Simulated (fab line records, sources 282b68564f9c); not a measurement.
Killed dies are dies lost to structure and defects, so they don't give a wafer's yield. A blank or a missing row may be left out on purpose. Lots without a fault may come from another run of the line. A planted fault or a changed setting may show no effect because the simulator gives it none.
Split-lot experiment | flow rit_cmos | 5 lots, 23 wafers read, on a route of 202 steps

THE SPLIT
At RIT_NWELL_IMPLANT_08, the setting energy_kev was moved away from the recipe's 170 on 8 of the 23 wafers read, by -4.4% to +4.4%. The other wafers ran this setting at the recipe's value.

The reading is taken at the split's own step.

THE READING
implant.drp_nm (the simulator's own value, which no gauge read), in nm, at RIT_NWELL_IMPLANT_08. The file gives no usual value for it.

wafer  | tool, chamber at the split | energy_kev as run | against the recipe | implant.drp_nm, nm | against lot-mates on the recipe
L074.3 | implanter-01, 0            | 170               | recipe             | 68.82              | -
L074.4 | implanter-01, 0            | 170               | recipe             | 68.82              | -
L074.6 | implanter-01, 0            | 170               | recipe             | 68.82              | -
L075.1 | implanter-04, 0            | 164.4             | -3.3%              | 67.15              | -1.67
L075.4 | implanter-04, 0            | 164.4             | -3.3%              | 67.15              | -1.67
L075.6 | implanter-04, 0            | 164.4             | -3.3%              | 67.15              | -1.67
L075.3 | implanter-04, 0            | 170               | recipe             | 68.82              | -
L075.5 | implanter-04, 0            | 170               | recipe             | 68.82              | -
L077.1 | implanter-01, 0            | 170               | recipe             | 68.82              | -
L077.2 | implanter-01, 0            | 170               | recipe             | 68.82              | -
L077.3 | implanter-01, 0            | 170               | recipe             | 68.82              | -
L077.4 | implanter-01, 0            | 170               | recipe             | 68.82              | -
L077.6 | implanter-01, 0            | 170               | recipe             | 68.82              | -
L082.1 | implanter-01, 0            | 162.5             | -4.4%              | 66.58              | -2.24
L082.3 | implanter-01, 0            | 162.5             | -4.4%              | 66.58              | -2.24
L082.6 | implanter-01, 0            | 162.5             | -4.4%              | 66.58              | -2.24
L082.2 | implanter-01, 0            | 170               | recipe             | 68.82              | -
L082.5 | implanter-01, 0            | 170               | recipe             | 68.82              | -
L085.1 | implanter-03, 0            | 177.5             | +4.4%              | 71.09              | +2.27
L085.4 | implanter-03, 0            | 177.5             | +4.4%              | 71.09              | +2.27
L085.2 | implanter-03, 0            | 170               | recipe             | 68.82              | -
L085.3 | implanter-03, 0            | 170               | recipe             | 68.82              | -
L085.5 | implanter-03, 0            | 170               | recipe             | 68.82              | -

THE FIT
A straight line over all 23 wafers: implant.drp_nm changes by +0.51 nm for each +1% of energy_kev; r = +1.00; the points scatter about the line by 0.0068 nm.
The same after taking each lot's own level away (the mean of its wafers on the recipe; 23 wafers): +0.51 nm for each +1%; r = +1.00; scatter 0.0068 nm.
On that fit, the largest move of energy_kev shifts the reading by 2.3 nm.
The lots' own levels span 68.820 to 68.820 nm.
So the lot-to-lot level changes the slope little: the two slopes agree.
Check: with one of the wafers moved furthest among these (+4.4%) left out of the fit, the line predicts +2.25 nm for it against its lot-mates. It came out at +2.27 nm against them.

OTHER SPLITS ON THESE WAFERS
These wafers also went through other splits before the reading. Each is held against what the fit with the lots' levels taken away leaves over:
other split on the same wafers      | wafers away from the commonest value | r with implant.drp_nm (lot level and that fit taken away)
RIT_ACTIVE_CVD_03 sih2cl2_flow_sccm | 15                                   | +0.03
RIT_ACTIVE_EXPOSE_08 dose_mj        | 5                                    | +0.36
RIT_ACTIVE_STRIP_14 pressure_mtorr  | 15                                   | +0.19
RIT_NWELL_SOFTBAKE_02 temp_c        | 10                                   | +0.19

THE WHOLE CHAIN: every reading that the file lists as answering this split, in the file's order
step                 | what it does | reading                                                         | change (the file's fit)               | r (the file's)
RIT_NWELL_IMPLANT_08 |              | implant.rp_nm (the simulator's own value, which no gauge read)  | +2.2 nm for each +1% of the setting   | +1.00
RIT_NWELL_IMPLANT_08 |              | implant.drp_nm (the simulator's own value, which no gauge read) | +0.511 nm for each +1% of the setting | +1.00

THE FILE'S OWN FIT
implant.drp_nm changes by +0.511 nm for each +1% of energy_kev, r = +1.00.
